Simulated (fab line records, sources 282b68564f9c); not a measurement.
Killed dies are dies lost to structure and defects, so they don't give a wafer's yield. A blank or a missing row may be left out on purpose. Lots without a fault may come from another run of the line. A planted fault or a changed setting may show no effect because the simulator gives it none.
fab line records | flow rit_cmos
record lots=6 wafers=18 last_day=7
route steps=202 shown SILICIDE@167 CONTACT@168 M1@184
lots that met no fault: from a run of the same line without faults
start_h: hours from the record's first day to the start of the lot's first wafer shown | wait_h: hours since the lot's step before | " the same as in the row above | L1.1+2: a row that stands for several wafers | - no value, or no start given | * or withheld: withheld | < > ~ a bound
route shown NAME@n: a module of which the file shows steps, and the number in the route of the first | usual: mean/standard deviation of fault-free wafers | same: alike in all rows | chamber/n: place in a boat | sites: the reading at each site | _std_site: their standard deviation | _edge_site: outer sites' mean less inner sites' | radius_mm: how far each site lies from the wafer's centre | mask NAME#n: copy n | behind: the tool/chamber that last shaped the wafer | hold: why the lot was held/for how many hours/how that ended | device: the transistor (n, p or np) that didn't switch | end of line: the same wafers' tests at the end of the route | a step without rows: its recipe alone | killed: dies lost to structure and defects at the first sort, not the wafer's yield | map: a wafer's dies, x killed, . not, _ none there
set.NAME: the setting as run; set.NAME@STEP: as run at that earlier step | model.NAME: the simulator's own value behind a step, which no gauge read
lots at some steps of the route; a table a step, a row a wafer
services: from which hour (start_h, from the record's first day; less than 0 if before it) a tool's chamber was out of use, for how many hours, and why
## steps
# step RIT_SILICIDE_RTA_06
# recipe temp_c=750 time_s=10 idle_temp_c=25 ramp_up_s=5 ramp_down_s=10 cool_to_c=25 ambient=N2
# usual wafer_temp_C_max=754.4/0.87
# same time_s=10
# columns lot.wafer tool chamber start_h wait_h wafer_temp_C_max
L415.2 rtp_anneal-02 0 70.07 0.0 754.5
L415.5 " 0 " " 753.6
L415.6 " 0 " " 754.6
L417.2 rtp_anneal-02 0 79.58 0.0 754.5
L417.4 " 0 " " 754.5
L417.6 " 0 " " 753.9
L421.2 rtp_anneal-02 0 92.17 0.0 754.2
L421.4 " 0 " " 753.2
L421.6 " 0 " " 753.8
L426.3 rtp_anneal-01 0 117.15 0.0 753.6
L426.4 " 0 " " 754.6
L426.5 " 0 " " 754.3
L431.2 rtp_anneal-02 0 141.70 0.0 754.6
L431.4 " 0 " " 755.0
L431.5 " 0 " " 753.3
L436.2 rtp_anneal-01 0 165.22 0.0 754.7
L436.3 " 0 " " 755.6
L436.4 " 0 " " 755.2
# step RIT_CONTACT_CVD_00
# recipe material=SiO2 target_thk_nm=400 precursor=TEOS temp_c=390 time_s=61 rf_w=400
# usual heater_power_w=330/54
# same time_s=61
# columns lot.wafer tool chamber start_h wait_h heater_power_w
L415.2 pecvd-02 1 70.12 0.0 379
L415.5 " 0 " " 371
L415.6 " 1 " " 394
L417.2 pecvd-04 2 79.64 0.0 280
L417.4 " 2 " " 308
L417.6 " 0 " " 281
L421.2 pecvd-02 1 92.23 0.0 351
L421.4 " 2 " " 268
L421.6 " 0 " " 300
L426.3 pecvd-04 1 117.20 0.0 311
L426.4 " 2 " " 293
L426.5 " 0 " " 264
L431.2 pecvd-01 0 141.75 0.0 296
L431.4 " 0 " " 219
L431.5 " 0 " " 235
L436.2 pecvd-02 0 165.33 0.1 315
L436.3 " 1 " " 405
L436.4 " 0 " " 334
# step RIT_CONTACT_THK_MEAS_01
# recipe reads=SiO2_of_CONTACT_CVD_00
# usual CONTACT_TEOS_THK=402/6.6
# columns lot.wafer tool chamber start_h wait_h CONTACT_TEOS_THK[nm]
L415.2 film_metro-02 - 70.18 0.0 402
L415.5 " - " " 398
L415.6 " - " " 406
L417.2 film_metro-03 - 79.70 0.0 391
L417.4 " - " " 397
L417.6 " - " " 400
L421.2 film_metro-02 - 92.29 0.0 405
L421.4 " - " " 415
L421.6 " - " " 411
L426.3 film_metro-03 - 117.27 0.0 395
L426.4 " - " " 404
L426.5 " - " " 401
L431.2 film_metro-02 - 141.84 0.1 394
L431.4 " - " " 401
L431.5 " - " " 399
L436.2 film_metro-04 - 165.42 0.1 401
L436.3 " - " " 412
L436.4 " - " " 407
# step RIT_CONTACT_HMDS_02
# recipe prime_time_s=60 prime_temp_c=140
# step RIT_CONTACT_COAT_03
# recipe resist=NOVOLAK spin_rpm=3250 resist_thk_nm=1000
# step RIT_CONTACT_SOFTBAKE_04
# recipe resist=NOVOLAK temp_c=90 time_s=60
# step RIT_CONTACT_EXPOSE_05
# recipe mask_id=M11 na=0.6 source_shape=conventional sigma_outer=0.5 target_cd_nm=1000 dose_mj=250
# step RIT_CONTACT_PEB_06
# recipe resist=NOVOLAK temp_c=withheld time_s=withheld
# step RIT_CONTACT_DEVELOP_07
# recipe resist=NOVOLAK develop_time_s=120 dev_temp_c=23
# step RIT_CONTACT_CD_MEAS_08
# recipe target_cd_nm=1000
# usual cd_nm=1000.6/2.5
# columns lot.wafer tool chamber start_h wait_h cd_nm
L415.2 cd_sem-02 - 71.62 - 999.5
L415.5 " - " " 999.6
L415.6 " - " " 998.6
L417.2 cd_sem-01 - 80.87 - 997.8
L417.4 " - " " 999.7
L417.6 " - " " 999.5
L421.2 cd_sem-02 - 93.33 - 1003.2
L421.4 " - " " 1004.2
L421.6 " - " " 1006.9
L426.3 cd_sem-01 - 118.32 - 998.3
L426.4 " - " " 1000.5
L426.5 " - " " 997.9
L431.2 cd_sem-01 - 143.00 - 1000.1
L431.4 " - " " 998.4
L431.5 " - " " 999.3
L436.2 cd_sem-01 - 166.45 - 999.9
L436.3 " - " " 1001.2
L436.4 " - " " 1002.4
# step RIT_CONTACT_OVL_MEAS_09
# usual CONTACT_OVL=0.3/1.4
# columns lot.wafer tool chamber start_h wait_h CONTACT_OVL[nm]
L415.2 overlay-01 - 71.72 0.1 2.0
L415.5 " - " " -0.8
L415.6 " - " " 0.2
L417.2 overlay-01 - 80.97 0.1 2.5
L417.4 " - " " 1.4
L417.6 " - " " 2.2
L421.2 overlay-02 - 93.43 0.1 -0.7
L421.4 " - " " 0.2
L421.6 " - " " -0.2
L426.3 overlay-01 - 118.41 0.1 0.4
L426.4 " - " " 1.0
L426.5 " - " " -0.4
L431.2 overlay-02 - 143.11 0.1 0.6
L431.4 " - " " -0.5
L431.5 " - " " 1.8
L436.2 overlay-02 - 166.56 0.1 0.1
L436.3 " - " " -1.4
L436.4 " - " " -1.8
# step RIT_CONTACT_HARDBAKE_10
# recipe resist=NOVOLAK temp_c=140 time_s=60
# step RIT_CONTACT_ETCH_11
# recipe target_depth_a=4800 over_etch_frac=0.2 stop_on=TiSi2 chemistry=CHF3/CF4/Ar target=SiO2 CHF3_flow_sccm=50 cf4_flow_sccm=10 Ar_flow_sccm=100 O2_flow_sccm=5 pressure_mtorr=100 rf_w=200 time_s=320
# usual drypump_motor_current_A=5.70/0.21 oes_product_au=0.988/0.012 throttle_valve_pct=8.88/0.15
# same time_s=320
# columns lot.wafer tool chamber start_h wait_h drypump_motor_current_A oes_product_au rf_hours_counter_h throttle_valve_pct model.CONTACT.feature_depth_nm model.etch.depth_nm model.NOVOLAK_of_CONTACT_COAT_03.thk_nm
L415.2 rie_diel-01 1 72.02 0.1 5.78 0.989 134 8.96 401.7 401.7 757.9
L415.5 " 3 " " 5.45 1.004 - 8.96 398.2 398.2 764.2
L415.6 " 1 " " 5.79 0.983 - 8.96 406.1 406.1 762.8
L417.2 rie_diel-01 3 81.15 0.1 5.46 1.014 107 8.98 391 391 763.8
L417.4 " 0 " " 5.74 0.983 152 9.09 363 363 800.6
L417.6 " 2 " " 5.62 0.983 - 8.71 400.5 400.5 768.2
L421.2 rie_diel-01 3 93.61 0.1 5.46 1.007 107 8.95 404.9 404.9 768
L421.4 " 2 " " 5.64 0.990 26 8.70 415.3 415.3 768
L421.6 " 0 " " 5.72 0.984 - 9.12 365.2 365.2 802.4
L426.3 rie_diel-02 0 118.58 0.1 5.70 0.972 4 8.75 394.5 394.5 775.9
L426.4 " 3 " " 6.01 0.968 - 8.63 403.2 403.2 772.2
L426.5 " 1 " " 5.34 0.988 - 9.09 401.7 401.7 768.8
L431.2 rie_diel-02 0 143.29 0.1 5.71 0.974 5 8.77 394.4 394.4 774.4
L431.4 " 3 " " 6.05 0.968 - 8.65 400.4 400.4 768
L431.5 " 0 " " 5.70 0.967 - 8.77 398.8 398.8 776.2
L436.2 rie_diel-01 1 166.74 0.1 5.80 0.986 137 8.96 401.1 401.1 763.9
L436.3 " 0 " " 5.80 0.983 0 9.09 412.2 412.2 776.6
L436.4 " 1 " " 5.77 0.993 - 8.96 407.3 407.3 766.9
# step RIT_CONTACT_STRIP_12
# recipe chemistry=O2 time_s=180 resist=NOVOLAK platen_temp_c=withheld power_w=500 pressure_mtorr=4000 o2_flow_sccm=4000
# usual drypump_motor_current_A=6.1/0.56 o2_flow_sccm=3999/13
# same time_s=180
# columns lot.wafer tool chamber start_h wait_h drypump_motor_current_A o2_flow_sccm rf_hours_counter_h
L415.2 plasma_asher-02 0 72.21 0.1 5.3 3990 42
L415.5 " 1 " " 5.0 3988 -
L415.6 " 0 " " 5.3 3985 -
L417.2 plasma_asher-02 1 81.35 0.1 5.0 3990 43
L417.4 " 1 " " 5.0 3990 -
L417.6 " 0 " " 5.3 4011 -
L421.2 plasma_asher-04 1 93.81 0.1 5.7 3998 31
L421.4 " 1 " " 5.7 3997 -
L421.6 " 1 " " 5.7 3992 -
L426.3 plasma_asher-04 0 118.84 0.2 6.6 4012 -
L426.4 " 1 " " 5.7 3992 -
L426.5 " 1 " " 5.7 3997 -
L431.2 plasma_asher-04 1 143.48 0.1 5.7 4001 37
L431.4 " 0 " " 6.6 4017 -
L431.5 " 1 " " 5.7 4009 -
L436.2 plasma_asher-04 0 166.93 0.1 6.6 4006 40
L436.3 " 1 " " 5.7 3982 -
L436.4 " 0 " " 6.6 3991 -
# step RIT_CONTACT_CD_MEAS_90
# recipe target_cd_nm=1000
# usual cd_nm=1000.8/2.4
# columns lot.wafer tool chamber start_h wait_h cd_nm
L415.2 cd_sem-02 - 72.41 0.1 999.6
L415.5 " - " " 1000.0
L415.6 " - " " 999.5
L417.2 cd_sem-02 - 81.54 0.1 998.0
L417.4 " - " " 999.0
L417.6 " - " " 1000.2
L421.2 cd_sem-01 - 94.00 0.1 1003.6
L421.4 " - " " 1004.7
L421.6 " - " " 1006.4
L426.3 cd_sem-02 - 118.99 0.1 998.0
L426.4 " - " " 1000.4
L426.5 " - " " 998.2
L431.2 cd_sem-02 - 143.67 0.1 1000.4
L431.4 " - " " 997.5
L431.5 " - " " 999.4
L436.2 cd_sem-02 - 167.13 0.1 1000.0
L436.3 " - " " 1001.6
L436.4 " - " " 1002.2
# step RIT_CONTACT_CLEAN_13
# recipe chemistry=SC1 mix=3:3:50 time_s=600 temp_c=75
# step RIT_CONTACT_CLEAN_14
# recipe chemistry=SC2 mix=3:3:50 time_s=600 temp_c=75 dry=n2_spin
# step RIT_M1_SPUTTER_00
# recipe material=Al target_thk_nm=400 power_w=2000 chamber_pressure_pa=0.4 gas=Ar time_s=500 substrate_temp_c=25
# usual throttle_valve_pct=30.1/1
# same time_s=500
# columns lot.wafer tool chamber start_h wait_h throttle_valve_pct
L415.2 pvd_sputter-04 - 73.03 0.0 31.0
L415.5 " - " " 28.9
L415.6 " - " " 30.8
L417.2 pvd_sputter-04 - 81.99 0.0 30.9
L417.6 " - " " 31.8
L421.2 pvd_sputter-04 - 94.45 0.0 31.8
L421.4 " - " " 28.8
L426.3 pvd_sputter-02 - 119.42 0.0 31.8
L426.4 " - " " 27.9
L426.5 " - " " 30.4
L431.2 pvd_sputter-04 - 144.16 0.0 28.9
L431.4 " - " " 31.4
L431.5 " - " " 31.4
L436.2 pvd_sputter-03 - 167.58 0.0 30.7
L436.3 " - " " 30.1
L436.4 " - " " 29.7
# step RIT_M1_RS_MEAS_01
# recipe thk_meas_gauge=four-point-probe reads=Al_of_M1_SPUTTER_00
# usual M1_AL_RS=0.0735/0.00083
# columns lot.wafer tool chamber start_h wait_h M1_AL_RS[ohm/sq]
L415.2 film_metro-01 - 73.39 0.2 0.0714
L415.5 " - " " 0.0718
L415.6 " - " " 0.0717
L417.2 film_metro-01 - 82.31 0.2 0.0729
L417.6 " - " " 0.0742
L421.2 film_metro-02 - 94.77 0.2 0.0746
L421.4 " - " " 0.0734
L426.3 film_metro-01 - 119.76 0.2 0.0736
L426.4 " - " " 0.0742
L426.5 " - " " 0.0718
L431.2 film_metro-02 - 144.47 0.2 0.0742
L431.4 " - " " 0.0742
L431.5 " - " " 0.0747
L436.2 film_metro-01 - 167.89 0.2 0.0739
L436.3 " - " " 0.0741
L436.4 " - " " 0.0735
# step RIT_M1_THK_MEAS_02
# recipe thk_meas_gauge=xrf reads=Al_of_M1_SPUTTER_00
# usual M1_AL_THK=393/5.1
# columns lot.wafer tool chamber start_h wait_h M1_AL_THK[nm]
L415.2 film_metro-01 - 73.50 0.1 401
L415.5 " - " " 398
L415.6 " - " " 399
L417.2 film_metro-01 - 82.42 0.1 393
L417.6 " - " " 384
L421.2 film_metro-02 - 94.88 0.1 390
L421.4 " - " " 394
L426.3 film_metro-01 - 119.86 0.1 389
L426.4 " - " " 386
L426.5 " - " " 397
L431.2 film_metro-02 - 144.58 0.1 392
L431.4 " - " " 390
L431.5 " - " " 387
L436.2 film_metro-01 - 168.00 0.1 387
L436.3 " - " " 386
L436.4 " - " " 390
# step RIT_M1_HMDS_03
# recipe prime_time_s=60 prime_temp_c=140
# step RIT_M1_COAT_04
# recipe resist=NOVOLAK spin_rpm=2000 resist_thk_nm=1300
# step RIT_M1_SOFTBAKE_05
# recipe resist=NOVOLAK temp_c=90 time_s=60
# step RIT_M1_EXPOSE_06
# recipe mask_id=M12 na=0.6 source_shape=conventional sigma_outer=0.5 target_cd_nm=2600 dose_mj=250
# step RIT_M1_PEB_07
# recipe resist=NOVOLAK temp_c=withheld time_s=withheld
# step RIT_M1_DEVELOP_08
# recipe resist=NOVOLAK develop_time_s=68 dev_temp_c=23
# step RIT_M1_CD_MEAS_09
# recipe target_cd_nm=2600
# usual cd_nm=2599.7/2.2
# columns lot.wafer tool chamber start_h wait_h cd_nm
L415.2 cd_sem-01 - 74.45 - 2594.8
L415.5 " - " " 2594.2
L415.6 " - " " 2593.6
L417.2 cd_sem-01 - 83.37 - 2597.1
L417.6 " - " " 2599.8
L421.2 cd_sem-02 - 95.83 - 2603.1
L421.4 " - " " 2602.5
L426.3 cd_sem-02 - 120.82 - 2606.6
L426.4 " - " " 2603.0
L426.5 " - " " 2603.1
L431.2 cd_sem-01 - 145.53 - 2600.3
L431.4 " - " " 2599.9
L431.5 " - " " 2601.2
L436.2 cd_sem-01 - 169.08 - 2600.3
L436.3 " - " " 2600.7
L436.4 " - " " 2598.5
# step RIT_M1_OVL_MEAS_10
# usual M1_OVL=-0.4/1.2
# columns lot.wafer tool chamber start_h wait_h M1_OVL[nm]
L415.2 overlay-02 - 74.55 0.1 -1.0
L415.5 " - " " -0.2
L415.6 " - " " 1.8
L417.2 overlay-02 - 83.47 0.1 -0.9
L417.6 " - " " -1.9
L421.2 overlay-01 - 95.93 0.1 -0.8
L421.4 " - " " -0.8
L426.3 overlay-01 - 120.91 0.1 2.2
L426.4 " - " " 1.5
L426.5 " - " " 1.1
L431.2 overlay-01 - 145.64 0.1 -1.2
L431.4 " - " " 0.0
L431.5 " - " " -0.4
L436.2 overlay-01 - 169.18 0.1 -1.3
L436.3 " - " " -0.6
L436.4 " - " " -0.8
# step RIT_M1_HARDBAKE_11
# recipe resist=NOVOLAK temp_c=140 time_s=120
# step RIT_M1_METAL_ETCH_12
# recipe stop_on=SiO2 chemistry=Cl2/BCl3 target=Al time_s=165 over_etch_frac=0.5 pressure_mtorr=100 target_depth_a=6000 rf_w=250 Cl2_flow_sccm=60 bcl3_flow_sccm=50
# usual drypump_motor_current_A=5.7/0.33 oes_product_au=0.772/0.015 throttle_valve_pct=8.23/0.1
# same time_s=165
# columns lot.wafer tool chamber start_h wait_h drypump_motor_current_A oes_product_au rf_hours_counter_h throttle_valve_pct
L415.2 rie_metal-01 0 74.83 0.2 5.8 0.783 2 8.34
L415.5 " 0 " " 5.8 0.777 - 8.38
L415.6 " 1 " " 6.0 0.776 - 8.24
L417.2 rie_metal-03 1 83.86 0.2 5.6 0.787 37 8.05
L417.6 " 0 " " 5.0 0.760 - 8.20
L421.2 rie_metal-01 0 96.21 0.2 5.8 0.758 3 8.37
L421.4 " 0 " " 5.8 0.768 - 8.37
L426.3 rie_metal-03 1 121.24 0.2 5.6 0.779 - 8.04
L426.4 " 0 " " 5.0 0.760 - 8.19
L426.5 " 1 " " 5.6 0.791 - 8.03
L431.2 rie_metal-04 1 145.92 0.2 6.0 0.788 2 8.33
L431.4 " 1 " " 5.9 0.781 - 8.31
L431.5 " 0 " " 5.6 0.754 - 8.19
L436.2 rie_metal-04 0 169.46 0.2 5.7 0.757 2 8.19
L436.3 " 0 " " 5.6 0.763 - 8.18
L436.4 " 1 " " 5.9 0.802 - 8.32
# step RIT_M1_STRIP_13
# recipe chemistry=nmp resist=NOVOLAK temp_c=80 time_s=600 dry=n2_spin
# step RIT_M1_STRIP_14
# recipe chemistry=O2 time_s=180 platen_temp_c=withheld power_w=500 pressure_mtorr=4000 o2_flow_sccm=4000
# step RIT_M1_CD_MEAS_90
# recipe target_cd_nm=2600
# usual cd_nm=2598/3.9
# columns lot.wafer tool chamber start_h wait_h cd_nm
L415.2 cd_sem-02 - 75.36 0.1 2591
L415.5 " - " " 2592
L415.6 " - " " 2593
L417.2 cd_sem-01 - 84.41 0.1 2600
L417.6 " - " " 2596
L421.2 cd_sem-01 - 96.78 0.1 2600
L421.4 " - " " 2601
L426.3 cd_sem-02 - 121.73 0.1 2610
L426.4 " - " " 2599
L426.5 " - " " 2607
L431.2 cd_sem-01 - 146.45 0.1 2594
L431.4 " - " " 2594
L431.5 " - " " 2599
L436.2 cd_sem-01 - 170.00 0.1 2596
L436.3 " - " " 2597
L436.4 " - " " 2592
# step RIT_M1_ANNEAL_15
# recipe temp_c=450 time_s=1800 ambient=forming_gas_H2N2
# step RIT_M1_BOW_MEAS_16
# recipe mode=bow
# usual M1_BOW=15/6.2
# columns lot.wafer tool chamber start_h wait_h M1_BOW[um]
L415.2 film_metro-02 - 76.98 0.0 16
L415.5 " - " " 19
L415.6 " - " " 11
L417.2 film_metro-01 - 86.03 0.0 15
L417.6 " - " " 21
L421.2 film_metro-02 - 98.40 0.0 20
L421.4 " - " " 17
L426.3 film_metro-03 - 123.35 0.0 8
L426.4 " - " " 16
L426.5 " - " " 10
L431.2 film_metro-01 - 148.07 0.0 27
L431.4 " - " " 23
L431.5 " - " " 11
L436.2 film_metro-03 - 171.62 0.0 15
L436.3 " - " " 9
L436.4 " - " " 10
## services
# columns tool chamber start_h hours kind
rie_diel-01 3 48.77 5.7 repair
rie_diel-01 3 54.52 7.7 repair
pvd_sputter-02 - 60.30 2.8 repair
pecvd-04 - 66.59 2.4 repair
rie_metal-03 1 69.28 7.1 repair
rie_diel-02 - 69.61 0.8 repair
rie_diel-01 2 71.12 4.4 repair
pvd_sputter-02 - 73.40 5.4 repair
rie_diel-01 0 74.13 4.8 repair
pvd_sputter-04 - 74.58 2.1 repair
pecvd-04 - 98.63 2.8 pm
rie_diel-02 2 111.94 8.3 repair
rie_diel-02 2 129.24 - clean
rie_diel-02 2 129.24 20.4 scheduled_down
rie_diel-02 2 129.24 20.4 vent_cycle
rie_metal-04 - 130.36 2.8 pm
rie_diel-01 0 133.89 - clean
rie_diel-01 0 133.89 17.2 scheduled_down
rie_diel-01 0 133.89 17.2 vent_cycle
rie_metal-03 - 136.12 20.0 pm
pecvd-01 1 137.14 10.7 repair
pecvd-02 0 139.51 4.0 repair
plasma_asher-02 - 147.75 0.7 repair
pecvd-02 2 155.84 14.3 repair
## key
first_sign none at tools or gauges
model_effect step=RIT_CONTACT_ETCH_11 value=CONTACT.feature_depth_nm without=403.3 struck=364.1
met_at RIT_CONTACT_ETCH_11
struck_wafers L417.4,L421.6
later_rows_left_out L417.4,L421.6
sort_left_out L417.4,L421.6
tester_left_out L417,L421
fault kind=process_parameter_drift tool=rie_diel-01 chamber=0 onset_h=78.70 steps=RIT_CONTACT_ETCH_11 channel=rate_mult offset=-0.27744 shape=step end_h=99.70
# tester_left_out: of these lots the tester's yield and bins aren't shown, on N5 and GAA mostly nor the transistor test; their killed dies are dies lost to structure and defects alone, not to doping, threshold or leakage, so they don't give the yield
# sort_left_out: the simulated sort isn't trusted on such a fault, so these wafers' sort isn't shown, and their yield isn't known
# later_rows_left_out: the simulator's readings of these wafers behind a module that went badly wrong aren't trusted and aren't shown, but for the sort
